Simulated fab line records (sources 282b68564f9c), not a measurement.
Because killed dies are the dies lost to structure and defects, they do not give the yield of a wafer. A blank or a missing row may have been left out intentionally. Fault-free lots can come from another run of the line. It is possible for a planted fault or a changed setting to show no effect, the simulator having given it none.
fab line records -- flow ritCmos
record lots=6, wafers=18, lastDay=8
route steps=202 shown M1@184
lots untouched by any fault: they come from a run of this same line in which no faults occurred
startH: the number of hours between the record's first day and the start of the first shown wafer of the lot -- waitH: hours elapsed since this lot's preceding step -- " as in the row above -- L1.1+2: a row that stands for several wafers -- - no value, or no start given -- * or withheld: withheld -- < > ~ a bound
route shown NAME@n: NAME is a module with steps in the file, n the number in the route of the first one -- usual: mean and standard deviation over wafers with no fault -- same: alike in all rows -- chamber/n: place in a boat -- sites: readings site by site -- _std_site: their standard deviation -- _edge_site: outer sites' mean less inner sites' -- radiusMm: how far each site lies from the wafer's centre -- mask NAME#n: copy n -- behind: the tool/chamber that last shaped the wafer -- hold: why the lot went on hold/how many hours it stayed there/how the hold came to an end -- device: whichever transistor did not switch (one of n, p or np) -- end of line: the tests these same wafers got at the end of their route -- where a step has no rows: the recipe by itself -- killed: at the first sort, the dies lost to defects and structure; wafer yield is something else -- map: a wafer's dies, x killed, . not, _ none there
set.NAME: the run value of the setting; set.NAME@STEP: its run value at that earlier step -- model.NAME: the simulator's own value behind a step, which no gauge read
certain route steps with their lots: each step a table, each wafer a row
services: a tool's chamber out of use, with start hour (startH, from the record's first day; less than 0 if before it), hours out, and reason
## steps
# step RIT_M1_SPUTTER_00
# recipe material=Al, targetThkNm=400, powerW=2000, chamberPressurePa=0.4, gas=Ar, timeS=500, substrateTempC=25
# usual chamberPressurePa=0.4000/0.00084, throttleValvePct=29.8/0.87
lot.wafer,tool,chamber,startH,waitH,chamberPressurePa,throttleValvePct
L828.2,pvdSputter-01,-,67.77,0.0,0.3995,31.0
L828.5,pvdSputter-01,-,67.77,0.0,0.3995,30.7
L828.6,pvdSputter-01,-,67.77,0.0,0.3998,29.9
L833.2,pvdSputter-01,-,93.33,0.0,0.4014,30.4
L833.3,pvdSputter-01,-,93.33,0.0,0.4021,30.9
L833.6,pvdSputter-01,-,93.33,0.0,0.3991,29.6
L837.1,pvdSputter-04,-,107.82,0.0,0.4005,28.3
L837.2,pvdSputter-04,-,107.82,0.0,0.3988,30.2
L837.4,pvdSputter-04,-,107.82,0.0,0.3996,28.7
L838.1,pvdSputter-01,-,113.83,0.0,0.4001,30.2
L838.2,pvdSputter-01,-,113.83,0.0,0.3980,30.0
L838.5,pvdSputter-01,-,113.83,0.0,0.4004,29.6
L841.1,pvdSputter-03,-,128.67,0.0,0.3998,30.7
L841.2,pvdSputter-03,-,128.67,0.0,0.3991,28.8
L841.4,pvdSputter-03,-,128.67,0.0,0.4002,31.1
L850.1,pvdSputter-01,-,183.19,0.0,0.3983,30.0
L850.5,pvdSputter-01,-,183.19,0.0,0.3995,29.5
L850.6,pvdSputter-01,-,183.19,0.0,0.4000,30.3
# step RIT_M1_RS_MEAS_01
# recipe thkMeasGauge=four-point-probe, reads=Al_of_M1_SPUTTER_00
# usual M1_AL_RS=0.0740/0.00075
lot.wafer,tool,chamber,startH,waitH,M1_AL_RS[ohm/sq]
L828.2,filmMetro-02,-,68.08,0.2,0.0750
L828.5,filmMetro-02,-,68.08,0.2,0.0746
L828.6,filmMetro-02,-,68.08,0.2,0.0733
L833.2,filmMetro-04,-,93.64,0.2,0.0745
L833.3,filmMetro-04,-,93.64,0.2,0.0744
L833.6,filmMetro-04,-,93.64,0.2,0.0735
L837.1,filmMetro-04,-,108.12,0.1,0.0744
L837.2,filmMetro-04,-,108.12,0.1,0.0741
L837.4,filmMetro-04,-,108.12,0.1,0.0736
L838.1,filmMetro-02,-,114.13,0.1,0.0738
L838.2,filmMetro-02,-,114.13,0.1,0.0733
L838.5,filmMetro-02,-,114.13,0.1,0.0728
L841.1,filmMetro-01,-,128.96,0.1,0.0730
L841.2,filmMetro-01,-,128.96,0.1,0.0733
L841.4,filmMetro-01,-,128.96,0.1,0.0723
L850.1,filmMetro-01,-,183.48,0.1,0.0740
L850.5,filmMetro-01,-,183.48,0.1,0.0740
L850.6,filmMetro-01,-,183.48,0.1,0.0743
# step RIT_M1_THK_MEAS_02
# recipe thkMeasGauge=xrf, reads=Al_of_M1_SPUTTER_00
# usual M1_AL_THK=404/4.9
lot.wafer,tool,chamber,startH,waitH,M1_AL_THK[nm]
L828.2,filmMetro-02,-,68.19,0.1,399
L828.5,filmMetro-02,-,68.19,0.1,401
L828.6,filmMetro-02,-,68.19,0.1,410
L833.2,filmMetro-04,-,93.75,0.1,400
L833.3,filmMetro-04,-,93.75,0.1,404
L833.6,filmMetro-04,-,93.75,0.1,406
L837.1,filmMetro-04,-,108.24,0.1,402
L837.2,filmMetro-04,-,108.24,0.1,403
L837.4,filmMetro-04,-,108.24,0.1,408
L838.1,filmMetro-02,-,114.25,0.1,408
L838.2,filmMetro-02,-,114.25,0.1,411
L838.5,filmMetro-02,-,114.25,0.1,416
L841.1,filmMetro-01,-,129.08,0.1,407
L841.2,filmMetro-01,-,129.08,0.1,404
L841.4,filmMetro-01,-,129.08,0.1,411
L850.1,filmMetro-01,-,183.60,0.1,401
L850.5,filmMetro-01,-,183.60,0.1,397
L850.6,filmMetro-01,-,183.60,0.1,397
# step RIT_M1_HMDS_03
# recipe primeTimeS=60, primeTempC=140
# step RIT_M1_COAT_04
# recipe resist=NOVOLAK, spinRpm=2000, resistThkNm=1300
# step RIT_M1_SOFTBAKE_05
# recipe resist=NOVOLAK, tempC=90, timeS=60
# step RIT_M1_EXPOSE_06
# recipe maskId=M12, na=0.6, sourceShape=conventional, sigmaOuter=0.5, targetCdNm=2600, doseMj=250
# step RIT_M1_PEB_07
# recipe resist=NOVOLAK, tempC=withheld, timeS=withheld
# step RIT_M1_DEVELOP_08
# recipe resist=NOVOLAK, developTimeS=68, devTempC=23
# step RIT_M1_CD_MEAS_09
# recipe targetCdNm=2600
# usual cdNm=2599.8/2.1
lot.wafer,tool,chamber,startH,waitH,cdNm
L828.2,cdSem-02,-,69.14,-,2597.8
L828.5,cdSem-02,-,69.14,-,2597.1
L828.6,cdSem-02,-,69.14,-,2597.7
L833.2,cdSem-01,-,94.79,-,2601.2
L833.3,cdSem-01,-,94.79,-,2598.9
L833.6,cdSem-01,-,94.79,-,2600.6
L837.1,cdSem-01,-,109.35,-,2601.8
L837.2,cdSem-01,-,109.35,-,2603.5
L837.4,cdSem-01,-,109.35,-,2602.5
L838.1,cdSem-01,-,115.19,-,2604.0
L838.2,cdSem-01,-,115.19,-,2604.2
L838.5,cdSem-01,-,115.19,-,2603.2
L841.1,cdSem-01,-,130.24,-,2600.0
L841.2,cdSem-01,-,130.24,-,2600.2
L841.4,cdSem-01,-,130.24,-,2600.1
L850.1,cdSem-02,-,185.00,-,2599.0
L850.5,cdSem-02,-,185.00,-,2598.0
L850.6,cdSem-02,-,185.00,-,2601.1
# step RIT_M1_OVL_MEAS_10
# usual M1_OVL=-0.8/1.6
lot.wafer,tool,chamber,startH,waitH,M1_OVL[nm]
L828.2,overlay-01,-,69.25,0.1,0.5
L828.5,overlay-01,-,69.25,0.1,-0.6
L828.6,overlay-01,-,69.25,0.1,1.0
L833.2,overlay-01,-,94.90,0.1,0.0
L833.3,overlay-01,-,94.90,0.1,-0.5
L833.6,overlay-01,-,94.90,0.1,-1.6
L837.1,overlay-01,-,109.47,0.1,-1.1
L837.2,overlay-01,-,109.47,0.1,-1.2
L837.4,overlay-01,-,109.47,0.1,-1.3
L838.1,overlay-01,-,115.31,0.1,-3.5
L838.2,overlay-01,-,115.31,0.1,-2.7
L838.5,overlay-01,-,115.31,0.1,-2.3
L841.1,overlay-01,-,130.36,0.1,-0.1
L841.2,overlay-01,-,130.36,0.1,-0.9
L841.4,overlay-01,-,130.36,0.1,0.5
L850.1,overlay-02,-,185.12,0.1,-1.0
L850.5,overlay-02,-,185.12,0.1,0.8
L850.6,overlay-02,-,185.12,0.1,0.8
# step RIT_M1_HARDBAKE_11
# recipe resist=NOVOLAK, tempC=140, timeS=120
# step RIT_M1_METAL_ETCH_12
# recipe stopOn=SiO2, chemistry=Cl2/BCl3, target=Al, timeS=165, overEtchFrac=0.5, pressureMtorr=100, targetDepthA=6000, rfW=250, Cl2_flow_sccm=60, bcl3FlowSccm=50
# usual drypumpMotorCurrentA=5.7/0.53, oesProductAu=0.775/0.011, rfFwdPowerW=248.9/0.84, runLengthS=193.2/0.44, throttleValvePct=8.40/0.12
lot.wafer,tool,chamber,startH,waitH,drypumpMotorCurrentA,oesProductAu,rfFwdPowerW,rfHoursCounterH,runLengthS,throttleValvePct,model.NOVOLAK_of_M1_COAT_04.thkNm,model.M1.featureDepthNm
L828.2,rieMetal-04,1,69.58,0.2,4.9,0.763,248.9,-,193.1,8.23,795.7,424.6
L828.5,rieMetal-04,1,69.58,0.2,4.9,0.759,248.8,-,193.4,8.25,793.9,426.8
L828.6,rieMetal-04,1,69.58,0.2,4.9,0.766,248.5,-,192.7,8.25,795.5,433
L833.2,rieMetal-02,0,95.19,0.2,5.8,0.768,247.6,1,193.0,8.52,800.2,427.8
L833.3,rieMetal-02,0,95.19,0.2,5.8,0.772,248.2,-,193.2,8.53,796.3,429.2
L833.6,rieMetal-02,1,95.19,0.2,6.4,0.796,249.1,-,192.9,8.40,821.4,431.2
L837.1,rieMetal-01,1,109.85,0.2,6.3,0.775,250.5,5,193.2,8.57,809.2,427.7
L837.2,rieMetal-01,0,109.85,0.2,5.6,0.778,248.2,5,193.7,8.29,801.5,430.3
L837.4,rieMetal-01,0,109.85,0.2,5.5,0.775,247.6,-,194.2,8.28,798.6,433.1
L838.1,rieMetal-04,0,115.60,0.2,5.2,0.784,247.9,39,192.6,8.42,810.5,430.1
L838.2,rieMetal-04,1,115.60,0.2,4.9,0.991,-,31,151.9,8.20,891.4,424.9
L838.5,rieMetal-04,0,115.60,0.2,5.2,0.790,248.0,-,192.7,8.38,806.1,436.4
L841.1,rieMetal-04,0,130.64,0.2,5.2,0.789,248.8,39,193.0,8.41,802.8,435.4
L841.2,rieMetal-04,1,130.64,0.2,4.9,1.002,-,31,151.8,8.21,885,426.1
L841.4,rieMetal-04,0,130.64,0.2,5.2,0.786,250.6,-,192.9,8.40,807.9,438.7
L850.1,rieMetal-02,0,185.69,0.2,5.7,0.776,247.1,2,192.9,8.50,793.5,431.6
L850.5,rieMetal-02,1,185.69,0.2,6.4,0.789,249.5,-,193.2,8.40,810.7,428.9
L850.6,rieMetal-02,0,185.69,0.2,5.7,0.773,246.8,-,192.9,8.52,790.2,429.9
# step RIT_M1_STRIP_13
# recipe chemistry=nmp, resist=NOVOLAK, tempC=80, timeS=600, dry=n2Spin
# step RIT_M1_STRIP_14
# recipe chemistry=O2, timeS=180, platenTempC=withheld, powerW=500, pressureMtorr=4000, o2FlowSccm=4000
# usual drypumpMotorCurrentA=5.9/0.54
lot.wafer,tool,chamber,startH,waitH,drypumpMotorCurrentA,rfHoursCounterH
L828.2,plasmaAsher-03,0,70.03,0.0,5.6,42
L828.5,plasmaAsher-03,1,70.03,0.0,6.4,-
L828.6,plasmaAsher-03,0,70.03,0.0,5.6,-
L833.2,plasmaAsher-02,1,95.54,0.0,4.9,43
L833.3,plasmaAsher-02,1,95.54,0.0,4.9,-
L833.6,plasmaAsher-02,1,95.54,0.0,4.9,-
L837.1,plasmaAsher-03,0,110.19,0.0,5.6,46
L837.2,plasmaAsher-03,1,110.19,0.0,6.5,46
L837.4,plasmaAsher-03,1,110.19,0.0,6.4,-
L838.1,plasmaAsher-03,0,115.93,0.0,5.6,47
L838.2,plasmaAsher-03,1,115.93,0.0,6.4,47
L838.5,plasmaAsher-03,1,115.93,0.0,6.4,-
L841.1,plasmaAsher-03,1,130.98,0.0,6.5,49
L841.2,plasmaAsher-03,0,130.98,0.0,5.5,49
L841.4,plasmaAsher-03,0,130.98,0.0,5.6,-
L850.1,plasmaAsher-03,0,186.03,0.0,5.6,54
L850.5,plasmaAsher-03,0,186.03,0.0,5.6,-
L850.6,plasmaAsher-03,1,186.03,0.0,6.4,-
# step RIT_M1_CD_MEAS_90
# recipe targetCdNm=2600
# usual cdNm=2599.6/2.8
lot.wafer,tool,chamber,startH,waitH,cdNm
L828.2,cdSem-02,-,70.22,0.1,2596.6
L828.5,cdSem-02,-,70.22,0.1,2597.5
L828.6,cdSem-02,-,70.22,0.1,2595.9
L833.2,cdSem-01,-,95.74,0.1,2600.9
L833.3,cdSem-01,-,95.74,0.1,2598.5
L833.6,cdSem-01,-,95.74,0.1,2602.2
L837.1,cdSem-01,-,110.36,0.1,2605.0
L837.2,cdSem-01,-,110.36,0.1,2603.3
L837.4,cdSem-01,-,110.36,0.1,2603.5
L838.1,cdSem-01,-,116.11,0.1,2604.0
L838.2,cdSem-01,-,116.11,0.1,2608.3
L838.5,cdSem-01,-,116.11,0.1,2603.2
L841.1,cdSem-02,-,131.15,0.1,2599.0
L841.2,cdSem-02,-,131.15,0.1,2606.4
L841.4,cdSem-02,-,131.15,0.1,2599.6
L850.1,cdSem-01,-,186.21,0.1,2597.4
L850.5,cdSem-01,-,186.21,0.1,2598.3
L850.6,cdSem-01,-,186.21,0.1,2597.9
# step RIT_M1_ANNEAL_15
# recipe tempC=450, timeS=1800, ambient=forming_gas_H2N2
# step RIT_M1_PROBE_99
# usual defectLimitedYield=97.6/1, killedAtContacts=0.1/0.23, killedAtFrontEnd=6.2/2.8, killedDies=6.3/2.7, killedOpen=3.1/2, killedShort=3.2/1.8
# same grossDies=264, killed_at_M0_to_M3=0, killed_at_M4_up=0, killedAtBackSide=0, killedAtOther=0
lot.wafer,tool,chamber,startH,waitH,defectLimitedYield[%],killedAtContacts,killedAtFrontEnd,killedDies,killedOpen,killedShort,model.etest.tester.sortNPass,model.etest.tester.sortYieldPct,model.etest.m1CombOverSteps.leakLog10AUm,model.etest.antennaM1.vtShiftV
L828.2,prober-01,-,71.99,0.1,99.2,0,2,2,0,2,262,99.24,-12.81,-0.01106
L828.5,prober-01,-,72.14,0.2,98.5,0,4,4,2,2,260,98.48,-12.77,-0.01273
L828.6,prober-01,-,72.19,0.2,97.7,0,6,6,1,5,258,97.73,-12.79,-0.01311
L833.2,prober-02,-,97.51,0.1,97.7,0,6,6,4,2,258,97.73,-12.69,-0.01401
L833.3,prober-02,-,97.56,0.2,98.5,0,4,4,3,1,260,98.48,-12.82,-0.01162
L833.6,prober-02,-,97.71,0.2,97.0,0,8,8,5,3,256,96.97,-12.79,-0.006496
L837.1,prober-01,-,112.10,0.1,98.5,0,4,4,2,2,260,98.48,-12.87,-0.01003
L837.2,prober-01,-,112.15,0.1,98.1,0,5,5,3,2,259,98.11,-12.78,-0.0161
L837.4,prober-01,-,112.25,0.2,97.7,1,5,6,3,3,258,97.73,-12.7,-0.01371
L838.1,prober-02,-,117.85,0.1,97.0,0,8,8,2,6,256,96.97,-12.8,-0.01074
L838.2,prober-02,-,117.90,0.1,97.0,0,8,8,2,6,86,32.58,-9.665,-0.00194
L838.5,prober-02,-,118.05,0.2,95.8,0,11,11,6,5,253,95.83,-12.84,-0.0117
L841.1,prober-01,-,132.89,0.1,98.1,0,5,5,3,2,259,98.11,-12.84,-0.0101
L841.2,prober-01,-,132.94,0.1,95.8,0,11,11,6,5,110,41.67,-9.799,-0.006892
L841.4,prober-01,-,133.04,0.2,96.6,0,9,9,4,5,255,96.59,-12.82,-0.01259
L850.1,prober-02,-,187.95,0.1,98.9,1,2,3,1,2,261,98.86,-12.87,-0.00918
L850.5,prober-02,-,188.15,0.2,98.5,0,4,4,2,2,260,98.48,-12.76,-0.01137
L850.6,prober-02,-,188.20,0.2,97.3,1,6,7,5,2,257,97.35,-12.96,-0.01037
# killed by level:class
L828.2 GATE:geometricParticle:short=1 SILICIDE:geometricParticle:short=1
L828.5 FOX1:geometricParticle:open=1 FOX1:geometricParticle:short=1 SPACER:geometricParticle:open=1 SPACER:geometricParticle:short=1
L828.6 REOX:geometricParticle:short=3 ACTIVE:geometricParticle:open=1 GATE:geometricParticle:short=1 SILICIDE:geometricParticle:short=1
L833.2 FOX1:geometricParticle:open=1 FOX2:geometricParticle:open=1 GATE:geometricParticle:short=1 REOX:geometricParticle:short=1 SPACER:geometricParticle:open=1 SILICIDE:geometricParticle:open=1
L833.3 FOX1:geometricParticle:short=1 FOX2:geometricParticle:open=1 GATE:geometricParticle:open=1 SILICIDE:geometricParticle:open=1
L833.6 FOX1:geometricParticle:open=2 GATE:geometricParticle:open=1 GATE:geometricParticle:short=1 REOX:geometricParticle:open=1 SPACER:geometricParticle:short=1 SPACER:geometricParticle:open=1 STARTING-WAFER:geometricParticle:short=1
L837.1 FOX1:geometricParticle:short=1 FOX1:geometricParticle:open=1 GATE:geometricParticle:open=1 GATE:geometricParticle:short=1
L837.2 FOX1:geometricParticle:open=2 FOX1:geometricParticle:short=1 FOX2:geometricParticle:short=1 GATE:geometricParticle:open=1
L837.4 FOX1:geometricParticle:open=2 FOX1:geometricParticle:short=1 GATE:geometricParticle:short=1 REOX:geometricParticle:open=1 CONTACT:geometricParticle:short=1
L838.1 GATE:geometricParticle:short=4 GATE:geometricParticle:open=2 SILICIDE:geometricParticle:short=2
L838.2 SILICIDE:geometricParticle:short=3 FOX1:geometricParticle:short=1 FOX2:geometricParticle:open=1 FOX2:geometricParticle:short=1 GATE:geometricParticle:short=1 SPACER:geometricParticle:open=1
L838.5 SILICIDE:geometricParticle:open=4 GATE:geometricParticle:short=3 FOX1:geometricParticle:short=2 FOX2:geometricParticle:open=1 GATE:geometricParticle:open=1
L841.1 GATE:geometricParticle:open=2 GATE:geometricParticle:short=1 SPACER:geometricParticle:open=1 SILICIDE:geometricParticle:short=1
L841.2 GATE:geometricParticle:open=4 REOX:geometricParticle:short=3 REOX:geometricParticle:open=2 FOX2:geometricParticle:short=1 GATE:geometricParticle:short=1
L841.4 GATE:geometricParticle:open=2 FOX1:geometricParticle:short=1 FOX2:geometricParticle:short=1 GATE:geometricParticle:short=1 REOX:geometricParticle:open=1 REOX:geometricParticle:short=1 SILICIDE:geometricParticle:short=1 SILICIDE:geometricParticle:open=1
L850.1 GATE:geometricParticle:short=1 SPACER:geometricParticle:open=1 CONTACT:geometricParticle:short=1
L850.5 REOX:geometricParticle:short=2 GATE:geometricParticle:open=1 SPACER:geometricParticle:open=1
L850.6 GATE:geometricParticle:open=3 FOX1:geometricParticle:open=1 SILICIDE:geometricParticle:open=1 SILICIDE:geometricParticle:short=1 CONTACT:geometricParticle:short=1
## services
tool,chamber,startH,hours,kind
pvdSputter-01,-,51.14,2.0,repair
rieMetal-04,0,57.60,16.7,repair
rieMetal-02,0,66.56,4.9,repair
pvdSputter-03,-,72.33,36.9,repair
pvdSputter-01,-,99.46,6.6,repair
rieMetal-04,0,101.85,2.4,repair
pvdSputter-01,-,115.72,1.0,repair
rieMetal-04,-,136.12,20.0,pm
rieMetal-04,0,136.12,20.0,ventCycle
rieMetal-04,1,136.12,20.0,ventCycle
rieMetal-04,0,156.12,-,clean
rieMetal-04,1,156.12,-,clean
rieMetal-04,1,164.06,16.1,repair
rieMetal-04,0,168.38,2.7,repair
## key
firstSign step=RIT_M1_METAL_ETCH_12, reading=runLengthS, direction=down, sigmas=95, usual=*, struck=*
effect step=RIT_M1_METAL_ETCH_12, reading=oesProductAu, direction=up, sigmas=20, usual=0.775, struck=0.997
effect step=RIT_M1_CD_MEAS_90, reading=cdNm, direction=up, sigmas=2.8, usual=2599.6, struck=2607.3
modelEffect step=RIT_M1_METAL_ETCH_12, value=NOVOLAK_of_M1_COAT_04.thkNm, without=804.8, struck=888.2
modelEffect step=RIT_M1_PROBE_99, value=etest.tester.sortNPass, without=254.5, struck=98
metAt RIT_M1_METAL_ETCH_12
struckWafers L838.2,L841.2
onsetBetween 69.58 115.60
fault kind=processParameterDrift, tool=rieMetal-04, chamber=1, onsetH=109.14, steps=RIT_M1_METAL_ETCH_12, channel=timeS, offset=*, shape=step, endH=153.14, stated=*
